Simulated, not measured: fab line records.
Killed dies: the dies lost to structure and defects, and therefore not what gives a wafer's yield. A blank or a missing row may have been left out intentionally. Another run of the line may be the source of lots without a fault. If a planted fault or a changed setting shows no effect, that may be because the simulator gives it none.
2 desks looking at one fault	flow rit-cmos	each desk holds nothing but its own numbers, with what lay behind them at the end

## THE TOOL OWNER'S DESK: lpcvd-02
The tool's own readings at RIT_SPACER_CVD_03 (deposits Si3N4 from SiH2Cl2/NH3, target thk 250 nm, time 3347 s): means of the sampled wafers that have a number, for each lot that ran on this tool. A lot is out of limits, marked OUT, if its mean lies more than 4 standard deviations from the usual mean; the brackets give that distance.
Columns: A = pressure-mtorr at RIT_SPACER_CVD_03, usual 299.8 mTorr; B = sih2cl2-flow-sccm at RIT_SPACER_CVD_03, usual 60.01 sccm
lot	first seen here	A	B
L547	day 3 04:01	300.0	60.00
L548	day 3 09:26	299.9	59.92
L551	day 4 02:10	299.6	59.92
L559	day 5 16:28	299.7	90.24 (+99 or more) OUT
Finding of this desk: L559 out of limits; the first was L559 at day 5 16:28, on sih2cl2-flow-sccm at RIT_SPACER_CVD_03. L547, L548, L551 stayed within limits.

## THE METROLOGY DESK
Means of the sampled wafers that have a number, per lot and without regard to the tool the lot ran on: this is what the gauges read. A lot is out of limits, marked OUT, if its mean lies more than 4 standard deviations from the usual mean; the brackets give that distance.
Columns: A = INCOMING_BOW at RIT_ACTIVE_BOW_MEAS_00, usual 0 um; B = SPACER_NITRIDE_THK at RIT_SPACER_THK_MEAS_04, usual 253.0 nm
lot	first seen here	A	B
L547	day 1 10:00	0	253.8
L548	day 1 15:01	2	256.6
L549	day 1 20:01	5	254.4
L550	day 2 01:00	-6	251.4
L551	day 2 06:01	4	251.9
L552	day 2 11:02	8	252.1
L553	day 2 16:00	3	250.9
L554	day 2 21:00	3	251.6
L559	day 3 22:02	0	284.8 (+14) OUT
L569	day 6 00:00	2	253.9
L570	day 6 05:00	0	251.4
Finding of this desk: L559 out of limits, first seen on L559 at day 5 18:25 (SPACER_NITRIDE_THK at RIT_SPACER_THK_MEAS_04). L547, L548, L549, L550, L551, L552, L553, L554, L569, L570 stayed within limits.

## PUT TOGETHER
On L559, at day 5 16:28, an alarm was possible from the tool owner's desk.
At day 5 18:25 the metrology desk could have sounded an alarm, on L559.
On lpcvd-02, each named lot ran RIT_SPACER_CVD_03.

## WHAT THE SIMULATOR PUT IN
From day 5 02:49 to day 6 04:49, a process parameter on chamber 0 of lpcvd-02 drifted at RIT_SPACER_CVD_03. The setting sih2cl2-flow-sccm was moved by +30, starting from 60. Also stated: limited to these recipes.
Lots struck among those shown: L559.
Hours from the fault's start to each desk's first reading out of limits: the tool owner's desk, 14; the metrology desk, 16.
